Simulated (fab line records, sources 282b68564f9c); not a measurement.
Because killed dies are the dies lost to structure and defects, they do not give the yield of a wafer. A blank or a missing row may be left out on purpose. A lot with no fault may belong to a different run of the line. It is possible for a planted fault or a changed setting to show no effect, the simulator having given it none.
Comparing a struck lot with a sound one | flow rit-cmos | 18 steps out of a route of 202
Sound: the wafers L285.2, L285.3, L285.4. Wafers L299.2, L299.3, L299.6 were the ones struck. Last of all comes the cause.
For every step that has rows: the tool of each side, followed by ch and its chambers, followed by its first start. Under that, the readings that differ: sound wafers | struck wafers | difference of the means | sigmas: that difference in standard deviations of wafers without a fault.
alike: readings with means less than 2 such deviations apart, plus words and numbers identical on both sides. not compared: withheld readings, readings lacking a value on some wafer, bounds such as >300 that could conceal the same value, and numbers that have no deviation in the record and whose values overlap.
The two part at a step that has a row with sigmas, a row that says differs or no value, or rows on one side only. Non-overlapping numbers with no deviation appear without sigmas and do not part them. Lack of a reading on every wafer of one side parts them only where that side has two or more wafers.

first, 4 steps without rows for these wafers: RIT_PSD_SOFTBAKE_02 (time 60 s); RIT_PSD_EXPOSE_03 (exposes mask M10, target cd 40900 nm); RIT_PSD_PEB_04; RIT_PSD_DEVELOP_05 (develop time 50 s).
RIT_PSD_OVL_MEAS_06:
  sound on overlay-01, day 4 08:29; struck on overlay-01, day 7 00:58
  alike: PSD_OVL
then, 2 steps without rows for these wafers: RIT_PSD_HARDBAKE_07 (time 60 s); RIT_PSD_IMPLANT_08.
RIT_PSD_STRIP_09: strips in O2, time 180 s.
  sound on plasma-asher-02 ch 0,1, day 4 08:49; struck on plasma-asher-01 ch 0,1, day 7 01:18
  alike: drypump-motor-current-A
  not compared: rf-hours-counter-h
RIT_PSD_TW_MEAS_10:
  sound on film-metro-03, day 4 09:01; struck on film-metro-03, day 7 01:29
  alike: PSD_TW
then, 3 steps without rows for these wafers: RIT_SDANNEAL_CLEAN_00 (cleans in SC1, time 600 s); RIT_SDANNEAL_CLEAN_01 (cleans in dHF, time 30 s); RIT_SDANNEAL_CLEAN_02 (cleans in SC2, time 600 s).
RIT_SDANNEAL_RTA_03: time 5 s.
  sound on rtp-anneal-02 ch 0, day 4 09:26; struck on rtp-anneal-02 ch 0, day 7 01:55
  reading          | sound                | struck               | difference | sigmas
  wafer_temp_C_max | 1055.6 1055.4 1054.5 | 1045.2 1045.2 1044.4 | -10.2      | -8
RIT_SDANNEAL_RS_MEAS_04: measurement is done with a four-point probe.
  sound on film-metro-01, day 4 09:30; struck on film-metro-02, day 7 01:59
  reading         | sound                | struck               | difference | sigmas
  PSD_RS (ohm/sq) | 115.40 115.62 115.65 | 121.04 121.50 121.24 | +5.70      | +20
RIT_SDANNEAL_RS_MEAS_05: measurement is done with a four-point probe.
  sound on film-metro-01, day 4 09:37; struck on film-metro-02, day 7 02:07
  alike: NSD_RS
RIT_SDANNEAL_RS_MEAS_06: measurement is done with a four-point probe.
  sound on film-metro-01, day 4 09:44; struck on film-metro-02, day 7 02:14
  reading          | sound             | struck            | difference | sigmas
  PLDD_RS (ohm/sq) | 178.3 178.2 178.1 | 183.9 183.5 184.0 | +5.6       | +12
RIT_SDANNEAL_RS_MEAS_07: measurement is done with a four-point probe.
  sound on film-metro-01, day 4 09:52; struck on film-metro-02, day 7 02:21
  alike: NLDD_RS
RIT_M1_PROBE_99:
  sound on prober-02, day 4 17:41; struck on prober-02, day 7 09:24
  reading                                 | sound                | struck               | difference | sigmas
  model.etest.contact-pplus.end-ohm-um    | 44.06 43.89 43.6     | 46 46.25 44.36       | +2         |
  model.etest.contact-nplus.end-ohm-um    | 41.65 41.66 41.46    | 38.98 39.55 39.46    | -2.26      |
  model.etest.vpnp.gain                   | 1.08 1.07 1.076      | 0.988 1.011 0.9824   | -0.082     |
  model.etest.diode-pplus-comb.cj-ff-um2  | 1.982 1.98 1.989     | 1.957 1.958 1.947    | -0.030     |
  model.etest.diode-pplus-nwell.cj-ff-um2 | 1.685 1.686 1.685    | 1.65 1.645 1.637     | -0.04      |
  model.etest.cap-p-gate.vfb-v (V)        | 0.9741 0.9692 0.9714 | 0.9564 0.9589 0.9609 | -0.0128    |
  alike: killed-at-contacts, killed-at-front-end, killed-dies, killed-open, killed-short

## WHERE THEY PART
At RIT_SDANNEAL_RTA_03 first; at RIT_SDANNEAL_RS_MEAS_06 last (within this record only). Later steps at which nothing parts them and some readings are alike: RIT_SDANNEAL_RS_MEAS_07, RIT_M1_PROBE_99.

WHY: whatever the simulator had introduced
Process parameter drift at RIT_SDANNEAL_RTA_03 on rtp-anneal-02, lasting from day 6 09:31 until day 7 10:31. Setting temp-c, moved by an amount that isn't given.
